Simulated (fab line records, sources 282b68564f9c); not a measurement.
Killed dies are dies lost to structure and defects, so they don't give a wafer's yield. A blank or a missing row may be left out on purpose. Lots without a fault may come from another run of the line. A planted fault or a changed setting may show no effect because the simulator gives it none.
fab line records | flow rit_cmos
record lots=6 wafers=18 last_day=7
route steps=202 shown REOX@99 NLDD@103 PLDD@115 SPACER@125 NSD@131 M1@202
lots that met no fault: from a run of the same line without faults
start_h: hours from the record's first day to the start of the lot's first wafer shown | wait_h: hours since the lot's step before | " the same as in the row above | L1.1+2: a row that stands for several wafers | - no value, or no start given | * or withheld: withheld | < > ~ a bound
route shown NAME@n: a module of which the file shows steps, and the number in the route of the first | usual: mean/standard deviation of fault-free wafers | same: alike in all rows | chamber/n: place in a boat | sites: the reading at each site | _std_site: their standard deviation | _edge_site: outer sites' mean less inner sites' | radius_mm: how far each site lies from the wafer's centre | mask NAME#n: copy n | behind: the tool/chamber that last shaped the wafer | hold: why the lot was held/for how many hours/how that ended | device: the transistor (n, p or np) that didn't switch | end of line: the same wafers' tests at the end of the route | a step without rows: its recipe alone | killed: dies lost to structure and defects at the first sort, not the wafer's yield | map: a wafer's dies, x killed, . not, _ none there
set.NAME: the setting as run; set.NAME@STEP: as run at that earlier step | model.NAME: the simulator's own value behind a step, which no gauge read
lots at some steps of the route; a table a step, a row a wafer
services: from which hour (start_h, from the record's first day; less than 0 if before it) a tool's chamber was out of use, for how many hours, and why
## steps
# step RIT_REOX_CLEAN_01
# recipe chemistry=dHF dilution=50:1 time_s=30
# step RIT_REOX_CLEAN_02
# recipe chemistry=SC2 mix=3:3:50 time_s=600 temp_c=75 dry=n2_spin
# step RIT_REOX_OXIDATION_03
# recipe temp_c=900 ambient=O2 target_thk_a=252 ox_time_s=5580
# step RIT_REOX_THK_MEAS_04
# recipe reads=SiO2_of_REOX_OXIDATION_03
# usual REOX_OXIDE_THK=25.2/0.52
# columns lot.wafer tool chamber start_h wait_h REOX_OXIDE_THK[nm]
L522.2 film_metro-03 - 47.05 0.0 25.6
L522.3 " - " " 25.8
L522.6 " - " " 25.6
L533.3 film_metro-01 - 103.07 0.0 24.6
L533.4 " - " " 24.3
L533.6 " - " " 24.1
L534.1 film_metro-04 - 106.67 0.0 25.5
L534.2 " - " " 25.4
L534.3 " - " " 25.6
L535.1 film_metro-03 - 111.88 0.0 25.1
L535.3 " - " " 24.8
L535.5 " - " " 25.1
L537.1 film_metro-03 - 120.69 0.0 25.2
L537.2 " - " " 25.0
L537.6 " - " " 25.1
L545.1 film_metro-01 - 161.56 0.0 25.4
L545.3 " - " " 25.7
L545.5 " - " " 25.6
# step RIT_NLDD_HMDS_00
# recipe prime_time_s=60 prime_temp_c=140
# step RIT_NLDD_COAT_01
# recipe resist=NOVOLAK spin_rpm=3250 resist_thk_nm=1000
# step RIT_NLDD_SOFTBAKE_02
# recipe resist=NOVOLAK temp_c=90 time_s=60
# step RIT_NLDD_EXPOSE_03
# recipe mask_id=M7 na=0.57 target_cd_nm=40700 dose_mj=250
# step RIT_NLDD_PEB_04
# recipe resist=NOVOLAK temp_c=withheld time_s=withheld
# step RIT_NLDD_DEVELOP_05
# recipe resist=NOVOLAK develop_time_s=50 dev_temp_c=23
# step RIT_NLDD_OVL_MEAS_06
# usual NLDD_OVL=0.3/1.4
# columns lot.wafer tool chamber start_h wait_h NLDD_OVL[nm]
L522.2 overlay-01 - 48.08 - 0.1
L522.3 " - " " 0.2
L522.6 " - " " 0.9
L533.3 overlay-01 - 103.97 - 0.4
L533.4 " - " " 0.8
L533.6 " - " " 1.0
L534.1 overlay-01 - 107.74 - -0.4
L534.2 " - " " -0.3
L534.3 " - " " 0.9
L535.1 overlay-02 - 113.06 - 4.8
L535.3 " - " " 2.8
L535.5 " - " " 0.4
L537.1 overlay-01 - 121.63 - 0.9
L537.2 " - " " 0.7
L537.6 " - " " 0.7
L545.1 overlay-02 - 162.47 - 0.1
L545.3 " - " " 1.4
L545.5 " - " " 0.3
# step RIT_NLDD_HARDBAKE_07
# recipe resist=NOVOLAK temp_c=140 time_s=60
# step RIT_NLDD_IMPLANT_08
# recipe species=P energy_kev=20 dose_cm2=5e+14 tilt_deg=7
# usual beam_on_s=10.01/0.2 dose_ions_cm2=5e+14/6e+11 faraday_current_uA=1571/31
# columns lot.wafer tool chamber start_h wait_h beam_on_s dose_ions_cm2 faraday_current_uA
L522.2 implanter-03 0 48.28 0.1 9.79 5.009e+14 1604
L522.3 " 0 " " 9.99 5.007e+14 1574
L522.6 " 0 " " 10.00 5.009e+14 1576
L533.3 implanter-03 0 104.20 0.1 9.88 7.61e+14 2421
L533.4 " 0 " " 9.63 7.629e+14 2481
L533.6 " 0 " " 9.93 7.609e+14 2400
L534.1 implanter-03 0 107.92 0.1 10.21 7.617e+14 2342
L534.2 " 0 " " 9.89 7.606e+14 2410
L534.3 " 0 " " 10.07 7.618e+14 2369
L535.1 implanter-01 0 113.25 0.1 9.86 4.997e+14 1587
L535.3 " 0 " " 9.68 4.99e+14 1623
L535.5 " 0 " " 9.86 5e+14 1594
L537.1 implanter-02 0 121.82 0.1 10.09 5.009e+14 1558
L537.2 " 0 " " 10.00 5.001e+14 1573
L537.6 " 0 " " 10.18 4.996e+14 1549
L545.1 implanter-02 0 162.66 0.1 9.91 5.005e+14 1581
L545.3 " 0 " " 9.63 5.001e+14 1627
L545.5 " 0 " " 10.14 4.998e+14 1547
# step RIT_NLDD_STRIP_09
# recipe chemistry=O2 time_s=180 resist=NOVOLAK platen_temp_c=withheld power_w=500 pressure_mtorr=4000 o2_flow_sccm=4000
# usual drypump_motor_current_A=5.8/0.48 o2_flow_sccm=3999/11
# columns lot.wafer tool chamber start_h wait_h drypump_motor_current_A o2_flow_sccm rf_hours_counter_h
L522.2 plasma_asher-01 0 48.41 0.1 5.7 4016 25
L522.3 " 1 " " 5.1 4015 -
L522.6 " 1 " " 5.1 4007 -
L533.3 plasma_asher-02 1 104.35 0.1 5.5 4002 -
L533.4 " 0 " " 5.5 3989 -
L533.6 " 0 " " 5.5 3976 -
L534.1 plasma_asher-04 1 108.07 0.1 6.1 3996 46
L534.2 " 0 " " 6.5 3995 46
L534.3 " 0 " " 6.5 3997 -
L535.1 plasma_asher-01 1 113.40 0.1 5.1 4008 32
L535.3 " 1 " " 5.1 3999 -
L535.5 " 0 " " 5.7 4008 -
L537.1 plasma_asher-02 1 121.97 0.1 5.5 4010 47
L537.2 " 0 " " 5.5 4003 47
L537.6 " 0 " " 5.5 3991 -
L545.1 plasma_asher-01 0 162.81 0.1 5.7 3996 37
L545.3 " 0 " " 5.6 4020 -
L545.5 " 0 " " 5.6 4007 -
# step RIT_NLDD_TW_MEAS_10
# usual NLDD_TW=2484/11
# columns lot.wafer tool chamber start_h wait_h hold NLDD_TW
L522.2 film_metro-04 - 48.59 0.1 - 2482
L522.3 " - " " - 2485
L522.6 " - " " - 2496
L533.3 film_metro-02 - 104.49 0.1 await_dispo/0.2h/release 2768
L533.4 " - " " await_dispo/0.2h/release 2756
L533.6 " - " " await_dispo/0.2h/release 2765
L533.3 film_metro-02 - 104.83 0.3 - 2746
L533.4 " - " " - 2759
L533.6 " - " " - 2759
L534.1 film_metro-04 - 108.25 0.1 await_dispo/0.2h/release 2777
L534.2 " - " " await_dispo/0.2h/release 2767
L534.3 " - " " await_dispo/0.2h/release 2762
L534.1 film_metro-04 - 108.47 0.2 - 2758
L534.2 " - " " - 2774
L534.3 " - " " - 2778
L535.1 film_metro-03 - 113.58 0.1 - 2489
L535.3 " - " " - 2488
L535.5 " - " " - 2488
L537.1 film_metro-02 - 122.14 0.1 - 2484
L537.2 " - " " - 2489
L537.6 " - " " - 2496
L545.1 film_metro-04 - 162.99 0.1 - 2482
L545.3 " - " " - 2483
L545.5 " - " " - 2483
# step RIT_PLDD_COAT_01
# recipe resist=NOVOLAK spin_rpm=3250 resist_thk_nm=1000
# step RIT_PLDD_SOFTBAKE_02
# recipe resist=NOVOLAK temp_c=90 time_s=60
# step RIT_PLDD_EXPOSE_03
# recipe mask_id=M8 na=0.57 target_cd_nm=40900 dose_mj=250
# step RIT_PLDD_PEB_04
# recipe resist=NOVOLAK temp_c=withheld time_s=withheld
# step RIT_PLDD_DEVELOP_05
# recipe resist=NOVOLAK develop_time_s=50 dev_temp_c=23
# step RIT_PLDD_OVL_MEAS_06
# usual PLDD_OVL=-0.1/1.6
# columns lot.wafer tool chamber start_h wait_h PLDD_OVL[nm]
L522.2 overlay-02 - 49.50 - 0.4
L522.3 " - " " -0.3
L522.6 " - " " 0.3
L533.3 overlay-01 - 107.69 - -2.6
L533.4 " - " " -0.7
L533.6 " - " " -2.9
L534.1 overlay-02 - 111.36 - -0.3
L534.2 " - " " 1.2
L534.3 " - " " 1.6
L535.1 overlay-01 - 114.49 - -0.7
L535.3 " - " " 0.4
L535.5 " - " " -0.5
L537.1 overlay-02 - 123.18 - -1.0
L537.2 " - " " 1.0
L537.6 " - " " 0.8
L545.1 overlay-02 - 163.90 - 0.0
L545.3 " - " " 2.5
L545.5 " - " " 0.9
# step RIT_PLDD_HARDBAKE_07
# recipe resist=NOVOLAK temp_c=140 time_s=60
# step RIT_PLDD_IMPLANT_08
# recipe species=BF2 energy_kev=20 dose_cm2=9e+14 tilt_deg=7
# step RIT_PLDD_STRIP_09
# recipe chemistry=O2 time_s=180 resist=NOVOLAK platen_temp_c=withheld power_w=500 pressure_mtorr=4000 o2_flow_sccm=4000
# usual drypump_motor_current_A=5.49/0.17 o2_flow_sccm=3999/11
# columns lot.wafer tool chamber start_h wait_h drypump_motor_current_A o2_flow_sccm rf_hours_counter_h
L522.2 plasma_asher-03 1 49.83 0.1 5.59 4017 41
L522.3 " 0 " " 5.62 3989 -
L522.6 " 1 " " 5.55 4014 -
L533.3 plasma_asher-02 0 108.21 0.3 5.44 4006 -
L533.4 " 1 " " 5.51 4003 -
L533.6 " 0 " " 5.45 3998 -
L534.1 plasma_asher-02 1 112.04 0.5 5.47 3989 46
L534.2 " 0 " " 5.50 3995 46
L534.3 " 1 " " 5.48 4002 -
L535.1 plasma_asher-02 1 114.82 0.1 5.51 3989 47
L535.3 " 1 " " 5.53 4013 -
L535.5 " 1 " " 5.53 4010 -
L537.1 plasma_asher-02 0 123.52 0.1 5.45 4008 48
L537.2 " 1 " " 5.49 4008 48
L537.6 " 0 " " 5.50 4008 -
L545.1 plasma_asher-01 0 164.43 0.1 5.65 4004 38
L545.3 " 1 " " 5.13 3994 -
L545.5 " 0 " " 5.67 3984 -
# step RIT_PLDD_TW_MEAS_10
# usual PLDD_TW=2342/11
# columns lot.wafer tool chamber start_h wait_h PLDD_TW
L522.2 film_metro-04 - 50.01 0.1 2349
L522.3 " - " " 2345
L522.6 " - " " 2356
L533.3 film_metro-04 - 108.35 0.1 2349
L533.4 " - " " 2363
L533.6 " - " " 2347
L534.1 film_metro-04 - 112.23 0.1 2368
L534.2 " - " " 2360
L534.3 " - " " 2356
L535.1 film_metro-03 - 115.00 0.1 2343
L535.3 " - " " 2351
L535.5 " - " " 2351
L537.1 film_metro-03 - 123.69 0.1 2326
L537.2 " - " " 2345
L537.6 " - " " 2344
L545.1 film_metro-04 - 164.61 0.1 2344
L545.3 " - " " 2349
L545.5 " - " " 2344
# step RIT_SPACER_CLEAN_00
# recipe chemistry=SC1 mix=3:3:50 time_s=600 temp_c=75
# step RIT_SPACER_CLEAN_01
# recipe chemistry=dHF dilution=50:1 time_s=30
# step RIT_SPACER_CLEAN_02
# recipe chemistry=SC2 mix=3:3:50 time_s=600 temp_c=75 dry=n2_spin
# step RIT_SPACER_CVD_03
# recipe material=Si3N4 target_thk_nm=250 temp_c=810 precursor=SiH2Cl2/NH3 time_s=3300 pressure_mtorr=300 sih2cl2_flow_sccm=60 nh3_flow_sccm=150
# step RIT_SPACER_THK_MEAS_04
# recipe reads=Si3N4_of_SPACER_CVD_03
# usual SPACER_NITRIDE_THK=250.4/2.4
# columns lot.wafer tool chamber start_h wait_h SPACER_NITRIDE_THK[nm]
L522.2 film_metro-01 - 52.36 0.0 251.8
L522.3 " - " " 253.2
L522.6 " - " " 252.9
L533.3 film_metro-02 - 110.69 0.0 251.7
L533.4 " - " " 251.8
L533.6 " - " " 252.4
L534.1 film_metro-02 - 114.74 0.0 254.8
L534.2 " - " " 253.4
L534.3 " - " " 253.3
L535.1 film_metro-02 - 119.04 0.0 250.3
L535.3 " - " " 251.7
L535.5 " - " " 252.7
L537.1 film_metro-02 - 126.07 0.0 249.4
L537.2 " - " " 247.2
L537.6 " - " " 247.5
L545.1 film_metro-01 - 167.91 0.0 251.6
L545.3 " - " " 251.9
L545.5 " - " " 251.5
# step RIT_SPACER_ETCHBACK_05
# recipe target_depth_a=2500 SF6_flow_sccm=30 CHF3_flow_sccm=30 target=Si3N4 chemistry=SF6/CHF3 pressure_mtorr=40 rf_w=250 time_s=240 stop_on=SiO2
# usual CHF3_flow_sccm=30.00/0.089 drypump_motor_current_A=5.6/0.56 oes_product_au=0.841/0.012 throttle_valve_pct=10.27/0.16
# columns lot.wafer tool chamber start_h wait_h CHF3_flow_sccm drypump_motor_current_A oes_product_au rf_hours_counter_h throttle_valve_pct
L522.2 rie_diel-03 3 52.41 0.0 30.11 5.8 0.839 13 10.15
L522.3 " 1 " " 30.01 6.0 0.845 122 10.02
L522.6 " 3 " " 30.10 5.8 0.842 - 10.15
L533.3 rie_diel-02 0 110.73 0.0 30.02 5.1 0.832 92 10.16
L533.4 " 2 " " 30.01 5.9 0.845 64 10.40
L533.6 " 1 " " 29.90 4.7 0.849 - 10.22
L534.1 rie_diel-03 1 114.80 0.1 30.07 6.0 0.849 124 10.03
L534.2 " 3 " " 30.21 5.8 0.835 15 10.17
L534.3 " 0 " " 29.98 5.8 0.870 50 10.36
L535.1 rie_diel-03 3 119.10 0.1 29.95 5.8 0.836 15 10.16
L535.3 " 0 " " 30.00 5.7 0.870 50 10.36
L535.5 " 1 " " 29.94 6.0 0.832 - 10.02
L537.1 rie_diel-02 1 126.13 0.1 30.10 4.7 0.846 152 10.21
L537.2 " 3 " " 30.01 5.9 0.825 28 10.46
L537.6 " 1 " " 30.17 4.7 0.833 - 10.22
L545.1 rie_diel-04 3 167.97 0.1 30.10 6.7 0.857 143 10.29
L545.3 " 0 " " 30.00 5.6 0.852 10 10.54
L545.5 " 2 " " 29.96 4.6 0.836 - 10.04
# step RIT_NSD_HMDS_00
# recipe prime_time_s=60 prime_temp_c=140
# step RIT_NSD_COAT_01
# recipe resist=NOVOLAK spin_rpm=3250 resist_thk_nm=1000
# step RIT_NSD_SOFTBAKE_02
# recipe resist=NOVOLAK temp_c=90 time_s=60
# step RIT_NSD_EXPOSE_03
# recipe mask_id=M9 na=0.57 target_cd_nm=40700 dose_mj=250
# step RIT_NSD_PEB_04
# recipe resist=NOVOLAK temp_c=withheld time_s=withheld
# step RIT_NSD_DEVELOP_05
# recipe resist=NOVOLAK develop_time_s=50 dev_temp_c=23
# step RIT_NSD_OVL_MEAS_06
# usual NSD_OVL=-0.3/1.6
# columns lot.wafer tool chamber start_h wait_h NSD_OVL[nm]
L522.2 overlay-01 - 53.62 - -1.0
L522.3 " - " " 0.7
L522.6 " - " " -1.1
L533.3 overlay-02 - 112.06 - 0.9
L533.4 " - " " 2.1
L533.6 " - " " 2.3
L534.1 overlay-02 - 115.80 - -0.6
L534.2 " - " " -1.3
L534.3 " - " " 2.0
L535.1 overlay-01 - 120.10 - 1.1
L535.3 " - " " 0.3
L535.5 " - " " -0.1
L537.1 overlay-01 - 127.25 - -0.8
L537.2 " - " " 0.1
L537.6 " - " " 1.8
L545.1 overlay-01 - 169.11 - -0.7
L545.3 " - " " -0.2
L545.5 " - " " 0.0
# step RIT_NSD_HARDBAKE_07
# recipe resist=NOVOLAK temp_c=140 time_s=60
# step RIT_NSD_IMPLANT_08
# recipe species=P energy_kev=25 dose_cm2=1e+15 tilt_deg=7
# step RIT_NSD_STRIP_09
# recipe chemistry=O2 time_s=180 resist=NOVOLAK platen_temp_c=withheld power_w=500 pressure_mtorr=4000 o2_flow_sccm=4000
# usual drypump_motor_current_A=5.9/0.41 o2_flow_sccm=4000/12
# columns lot.wafer tool chamber start_h wait_h drypump_motor_current_A o2_flow_sccm rf_hours_counter_h
L522.2 plasma_asher-03 1 53.95 0.1 5.6 4008 41
L522.3 " 0 " " 5.6 4000 -
L522.6 " 0 " " 5.7 4011 -
L533.3 plasma_asher-02 0 112.54 0.2 5.4 3989 -
L533.4 " 1 " " 5.5 4001 -
L533.6 " 0 " " 5.5 4004 -
L534.1 plasma_asher-02 0 116.13 0.1 5.5 4000 47
L534.2 " 1 " " 5.5 4001 47
L534.3 " 1 " " 5.5 4000 -
L535.1 plasma_asher-02 0 120.43 0.1 5.5 3989 47
L535.3 " 1 " " 5.5 4024 -
L535.5 " 0 " " 5.4 3997 -
L537.1 plasma_asher-03 0 127.59 0.1 5.6 3990 1
L537.2 " 1 " " 5.6 4007 1
L537.6 " 0 " " 5.6 3993 -
L545.1 plasma_asher-03 0 169.56 0.1 5.7 3995 6
L545.3 " 1 " " 5.6 3969 -
L545.5 " 0 " " 5.7 4016 -
# step RIT_SDANNEAL_RS_MEAS_07
# recipe thk_meas_gauge=four-point-probe
# usual NLDD_RS=151.7/0.5
# columns lot.wafer tool chamber start_h wait_h hold NLDD_RS[ohm/sq]
L522.2 film_metro-03 - 56.54 0.1 - 151.3
L522.3 " - " " - 151.1
L522.6 " - " " - 151.3
L533.3 film_metro-02 - 115.52 0.1 await_dispo/0.2h/release 108.1
L533.4 " - " " await_dispo/0.2h/release 108.1
L533.6 " - " " await_dispo/0.2h/release 108.0
L533.3 film_metro-02 - 115.81 0.3 - 108.2
L533.4 " - " " - 108.3
L533.6 " - " " - 107.9
L534.1 film_metro-02 - 118.83 0.1 await_dispo/0.2h/release 108.1
L534.2 " - " " await_dispo/0.2h/release 107.8
L534.3 " - " " await_dispo/0.2h/release 108.1
L534.1 film_metro-02 - 119.12 0.3 - 108.0
L534.2 " - " " - 107.8
L534.3 " - " " - 107.7
L535.1 film_metro-03 - 122.95 0.1 - 151.6
L535.3 " - " " - 151.0
L535.5 " - " " - 151.6
L537.1 film_metro-02 - 130.42 0.1 - 152.5
L537.2 " - " " - 152.6
L537.6 " - " " - 152.1
L545.1 film_metro-02 - 172.16 0.1 - 152.3
L545.3 " - " " - 152.6
L545.5 " - " " - 152.5
# step RIT_M1_PROBE_99
# usual defect_limited_yield=97.5/1 killed_at_front_end=6.7/2.7 killed_dies=6.7/2.7 killed_open=3.2/1.8 killed_short=3.5/1.9 sort_bin_3_pad_short=0.1/0.24 sort_bin_5_function=1.4/0.8 sort_bin_6_memory=1.0/0.58 sort_n_pass=257.3/2.7 sort_yield_pct=97.5/1
# same gross_dies=264 killed_at_M0_to_M3=0 killed_at_M4_up=0 killed_at_back_side=0 killed_at_contacts=0 killed_at_other=0
# columns lot.wafer tool chamber start_h wait_h defect_limited_yield[%] killed_at_front_end killed_dies killed_open killed_short sort_bin_3_pad_short[%] sort_bin_5_function[%] sort_bin_6_memory[%] sort_n_pass sort_yield_pct[%]
L522.2 prober-01 - 63.95 0.1 98.9 3 3 1 2 0 0.8 0.4 261.0 98.9
L522.3 prober-01 - 64.00 0.2 97.7 6 6 4 2 0.4 0.4 1.5 258.0 97.7
L522.6 prober-01 - 64.15 0.2 97.7 6 6 3 3 0 2.3 0 258.0 97.7
L535.1 prober-01 - 130.03 0.1 98.9 3 3 1 1 0 1.1 0 261.0 98.9
L535.3 prober-01 - 130.13 0.2 97.7 6 6 3 2 0 0.8 1.5 258.0 97.7
L535.5 prober-01 - 130.23 0.2 94.7 14 14 4 8 0.8 2.7 1.9 250.0 94.7
L537.1 prober-01 - 137.57 0.1 96.6 9 9 5 4 0 1.5 1.9 255.0 96.6
L537.2 prober-01 - 137.62 0.1 97.3 7 7 5 2 0 1.5 1.1 257.0 97.3
L537.6 prober-01 - 137.82 0.2 97.0 8 8 6 2 0 1.5 1.5 256.0 97.0
L545.1 prober-01 - 179.22 0.1 95.8 11 11 5 6 0 3.0 1.1 253.0 95.8
L545.3 prober-01 - 179.32 0.2 97.0 8 8 5 2 0.4 1.5 1.1 256.0 97.0
L545.5 prober-01 - 179.42 0.2 97.3 7 7 3 4 0 0.4 2.3 257.0 97.3
# killed by level:class
L522.2 GATE:geometric_particle:short=2 GATE:geometric_particle:open=1
L522.3 FOX2:geometric_particle:open=2 GATE:geometric_particle:open=1 REOX:geometric_particle:open=1 SPACER:geometric_particle:short=1 SILICIDE:geometric_particle:short=1
L522.6 GATE:geometric_particle:short=2 GATE:geometric_particle:open=1 REOX:geometric_particle:open=1 SPACER:geometric_particle:open=1 SILICIDE:geometric_particle:short=1
L535.1 FOX1:geometric_particle:short=1 GATE:geometric_particle:open=1 NLDD:coat_microbubble_printed=1
L535.3 GATE:geometric_particle:open=2 SPACER:geometric_particle:open=1 SPACER:geometric_particle:short=1 SILICIDE:geometric_particle:short=1 NLDD:coat_microbubble_printed=1
L535.5 GATE:geometric_particle:short=4 NLDD:coat_microbubble_printed=2 FOX1:geometric_particle:short=1 FOX1:geometric_particle:open=1 FOX2:geometric_particle:short=1 REOX:geometric_particle:short=1 REOX:geometric_particle:open=1 SPACER:geometric_particle:open=1
L537.1 GATE:geometric_particle:open=2 FOX1:geometric_particle:open=1 FOX1:geometric_particle:short=1 FOX2:geometric_particle:short=1 GATE:geometric_particle:short=1 SPACER:geometric_particle:open=1 SILICIDE:geometric_particle:open=1 SILICIDE:geometric_particle:short=1
L537.2 SPACER:geometric_particle:open=3 GATE:geometric_particle:short=1 GATE:geometric_particle:open=1 REOX:geometric_particle:open=1 SILICIDE:geometric_particle:short=1
L537.6 SPACER:geometric_particle:open=2 SILICIDE:geometric_particle:short=2 FOX1:geometric_particle:open=1 FOX2:geometric_particle:open=1 GATE:geometric_particle:open=1 REOX:geometric_particle:open=1
L545.1 GATE:geometric_particle:open=3 REOX:geometric_particle:short=3 SPACER:geometric_particle:short=2 GATE:geometric_particle:short=1 REOX:geometric_particle:open=1 SILICIDE:geometric_particle:open=1
L545.3 SPACER:geometric_particle:open=2 FOX2:geometric_particle:open=1 GATE:geometric_particle:open=1 GATE:geometric_particle:short=1 REOX:geometric_particle:open=1 SPACER:geometric_particle:short=1 NSD:coat_microbubble_printed=1
L545.5 SPACER:geometric_particle:short=2 GATE:geometric_particle:short=1 FOX2:geometric_particle:short=1 GATE:geometric_particle:open=1 SPACER:geometric_particle:open=1 SILICIDE:geometric_particle:open=1
## services
# columns tool chamber start_h hours kind
implanter-03 - 40.44 1.4 repair
implanter-03 - 61.99 1.6 repair
implanter-03 - 65.18 4.2 pm
rie_diel-04 3 67.73 3.4 repair
rie_diel-03 0 71.79 4.9 repair
plasma_asher-03 - 108.84 9.0 pm
plasma_asher-03 0 108.84 9.0 vent_cycle
plasma_asher-03 1 108.84 9.0 vent_cycle
plasma_asher-03 0 117.84 - clean
plasma_asher-03 1 117.84 - clean
implanter-01 - 121.85 5.3 pm
rie_diel-03 1 123.37 3.4 repair
rie_diel-02 1 133.62 - clean
rie_diel-02 1 133.62 19.7 scheduled_down
rie_diel-02 1 133.62 19.7 vent_cycle
rie_diel-03 - 155.37 14.6 pm
implanter-01 - 161.40 6.0 pm
## key
first_sign step=RIT_NLDD_IMPLANT_08 reading=dose_ions_cm2 direction=up sigmas=99+ usual=5e+14 struck=7.615e+14
effect step=RIT_NLDD_IMPLANT_08 reading=faraday_current_uA direction=up sigmas=27 usual=1571 struck=2404
effect step=RIT_NLDD_TW_MEAS_10 reading=visit direction=added
effect step=RIT_NLDD_TW_MEAS_10 reading=NLDD_TW direction=up sigmas=26 usual=2484 struck=2766
effect step=RIT_SDANNEAL_RS_MEAS_07 reading=NLDD_RS direction=down sigmas=87 usual=151.7 struck=108.0
met_at RIT_NLDD_IMPLANT_08
struck_wafers L533.3,L533.4,L533.6,L534.1,L534.2,L534.3
scrapped_behind RIT_SDANNEAL_RS_MEAS_07 L533.3,L533.4,L533.6,L534.1,L534.2,L534.3
onset_between 48.28 104.20
fault kind=process_parameter_drift tool=implanter-03 chamber=- onset_h=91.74 steps=RIT_NLDD_IMPLANT_08 channel=dose_cm2 offset=2.6119e+14 shape=step end_h=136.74 acts_in=these_recipes_only stated=5e+14
